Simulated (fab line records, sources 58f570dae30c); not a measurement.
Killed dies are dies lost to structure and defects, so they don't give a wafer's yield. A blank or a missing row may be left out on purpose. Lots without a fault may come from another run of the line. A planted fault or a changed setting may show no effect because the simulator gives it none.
Chamber matching | flow berkeley_cmos170 | UCB170_ZERO_ETCH_06 on rie_diel-01: 4 sister chambers
The step etches SiO2 in CHF3/CF4/Ar, time 12 s. 16 wafers are shown with their chamber, then 8 later ones without.

WAFERS WITH THEIR CHAMBER
wafer  | chamber | throttle_valve_pct (%) | oes_product_au (a.u.) | chamber_pressure_mTorr (mTorr)
L373.3 | 1       | 9.18                   | 0.632                 | 100.02
L373.4 | 3       | 9.26                   | 0.620                 | 100.00
L373.6 | 1       | 9.18                   | 0.622                 | 100.00
L376.1 | 3       | 9.25                   | 0.619                 | 100.07
L376.3 | 0       | 9.13                   | 0.612                 | 100.13
L376.5 | 0       | 9.12                   | 0.620                 | 100.06
L377.4 | 2       | 9.13                   | 0.603                 | 100.01
L377.5 | 0       | 9.13                   | 0.615                 | 100.17
L377.6 | 3       | 9.26                   | 0.614                 | 99.99
L379.4 | 2       | 9.14                   | 0.597                 | 99.91
L379.5 | 3       | 9.25                   | 0.620                 | 100.11
L379.6 | 0       | 9.11                   | 0.620                 | 99.85
L386.3 | 0       | 9.13                   | 0.619                 | 100.12
L386.4 | 1       | 9.20                   | 0.610                 | 99.96
L386.6 | 3       | 9.25                   | 0.616                 | 100.07
L387.1 | 2       | 9.14                   | 0.602                 | 100.07

SIGNATURES (means of the wafers above)
reading                | chamber 0 | chamber 1 | chamber 2 | chamber 3 | scatter within a chamber
throttle_valve_pct     | 9.1240    | 9.1867    | 9.1367    | 9.2540    | 0.00803
oes_product_au         | 0.61720   | 0.62133   | 0.60067   | 0.61780   | 0.00535
chamber_pressure_mTorr | 100.0660  | 99.9933   | 99.9967   | 100.0480  | 0.0866
Rule: a wafer's distance from a chamber is the root of the sum, over the readings, of the square of ((its reading less the chamber's mean) divided by the reading's scatter). The wafer belongs to the nearest chamber; if the next one is less than 2 further off, it can't be placed. The scatter: the root of (the sum of the squares of (reading less its chamber's mean) over the shown wafers, divided by (wafers less chambers)).

WAFERS WITHOUT THEIR CHAMBER
wafer  | throttle_valve_pct (%) | oes_product_au (a.u.) | chamber_pressure_mTorr (mTorr)
L387.2 | 9.18                   | 0.611                 | 99.87
L387.6 | 9.27                   | 0.620                 | 99.95
L389.2 | 9.12                   | 0.620                 | 100.10
L389.4 | 9.17                   | 0.616                 | 99.92
L389.5 | 9.24                   | 0.613                 | 99.93
L390.2 | 9.15                   | 0.609                 | 100.01
L390.4 | 9.18                   | 0.615                 | 99.95
L390.5 | 9.14                   | 0.602                 | 100.04

WHICH CHAMBER EACH WENT THROUGH
wafer  | from the rows above     | in truth
L387.2 | 1                       | 1
L387.6 | 3                       | 3
L389.2 | 0                       | 0
L389.4 | 1                       | 1
L389.5 | 3                       | 3
L390.2 | can't be placed: 2 or 0 | 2
L390.4 | 1                       | 1
L390.5 | 2                       | 2
Placed correctly: 7 of 8. Can't be placed from these rows: 1 (the true chamber is among the candidates in 1). Placed wrongly: 0.
